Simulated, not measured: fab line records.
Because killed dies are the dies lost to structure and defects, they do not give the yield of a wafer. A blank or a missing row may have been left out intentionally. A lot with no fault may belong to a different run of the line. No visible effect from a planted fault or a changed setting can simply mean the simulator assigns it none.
Split-lot experiment	flow berkeleyCmos170	route with 331 steps; 5 lots, 23 wafers read

THE SPLIT ITSELF
At UCB170_PLDD_IMPLANT_09, the setting doseCm2 was moved away from the recipe's 5e+13 on 9 of the 23 wafers read, by -5.0% to -2.3%. The other wafers ran this setting at the recipe's value.

FROM THE SPLIT TO THE READING: what the file shows between them, 9 steps
- UCB170_PSD_IMPLANT_08 (also split here: energyKev)
- UCB170_PSD_STRIP_09: strips in O2
- UCB170_NSD_IMPLANT_08 (also split here: doseCm2)
- UCB170_NSD_STRIP_09: strips in O2
- UCB170_BACKSIDE_STRIP_03: strips in O2 (also split here: powerW)
- UCB170_BACKSIDE_CLEAN_04: cleans in SPM, time 600 s
- UCB170_SDANNEAL_RTA_00: time 10 s
- UCB170_SDANNEAL_RTA_01: time 5 s
- UCB170_SDANNEAL_RS_MEAS_03: measures by four-point-probe

THE READING
At UCB170_SDANNEAL_RS_MEAS_04, a four-point-probe measurement gives PLDD_RS in ohm/sq. Typical for fault-free wafers on this fab line: 1032 ohm/sq, with standard deviation 3.2 ohm/sq.

wafer	tool, chamber at the split	doseCm2 as run	against the recipe	PLDD_RS, ohm/sq	against lot-mates on the recipe
L075.2	implanter-01, 0	4.771e+13	-4.6%	1051	+20
L075.3	implanter-01, 0	5e+13	recipe	1033	-
L075.4	implanter-01, 0	5e+13	recipe	1028	-
L075.5	implanter-01, 0	4.771e+13	-4.6%	1050	+20
L075.6	implanter-01, 0	4.771e+13	-4.6%	1051	+20
L076.2	implanter-03, 0	5e+13	recipe	1033	-
L076.3	implanter-03, 0	4.749e+13	-5.0%	1054	+20
L076.4	implanter-03, 0	5e+13	recipe	1036	-
L076.5	implanter-03, 0	4.749e+13	-5.0%	1054	+20
L076.6	implanter-03, 0	4.749e+13	-5.0%	1053	+18
L078.1	implanter-03, 0	5e+13	recipe	1035	-
L078.3	implanter-03, 0	5e+13	recipe	1031	-
L078.4	implanter-03, 0	5e+13	recipe	1030	-
L078.5	implanter-03, 0	5e+13	recipe	1030	-
L078.6	implanter-03, 0	5e+13	recipe	1031	-
L080.1	implanter-03, 0	5e+13	recipe	1037	-
L080.2	implanter-03, 0	5e+13	recipe	1035	-
L080.5	implanter-03, 0	5e+13	recipe	1039	-
L085.1	implanter-01, 0	5e+13	recipe	1037	-
L085.2	implanter-01, 0	4.884e+13	-2.3%	1046	+10
L085.4	implanter-01, 0	5e+13	recipe	1036	-
L085.5	implanter-01, 0	4.884e+13	-2.3%	1048	+12
L085.6	implanter-01, 0	4.884e+13	-2.3%	1047	+10

THE FIT
A straight line over all 23 wafers: PLDD_RS changes by -3.97 ohm/sq for each +1% of doseCm2; r = -0.94; the points scatter about the line by 3 ohm/sq.
The same after taking each lot's own level away (the mean of its wafers on the recipe; 23 wafers): -4.1 ohm/sq for each +1%; r = -0.98; scatter 1.7 ohm/sq.
According to that fit, moving doseCm2 by its largest amount changes the reading by 21 ohm/sq.
Measured against the standard deviation above, the lots' own levels, which go from 1030.5 to 1037.0 ohm/sq, span 2.0 times it.
The two slopes agree, so the slope changes little with the lot-to-lot level.
Check: +21 ohm/sq against its lot-mates is what the line predicts for one of the wafers moved furthest among these (-5.0%) when that wafer is left out of the fit. It came out at +19.5 ohm/sq against them.

FURTHER SPLITS ON THESE WAFERS
These wafers also went through other splits before the reading. Each is held against what the fit with the lots' levels taken away leaves over:
other split on the same wafers	wafers away from the commonest value	r with PLDD_RS (lot level and that fit taken away)
UCB170_PVT_IMPLANT_07 energyKev	11	-0.06
UCB170_GATE_CVD_04 tempC	10	+0.26
UCB170_PSD_IMPLANT_08 energyKev	8	-0.49
UCB170_NSD_IMPLANT_08 doseCm2	8	-0.33
UCB170_BACKSIDE_STRIP_03 powerW	6	+0.00

FILE'S OWN FIT
PLDD_RS changes by -4.16 ohm/sq for each +1% of doseCm2, r = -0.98.
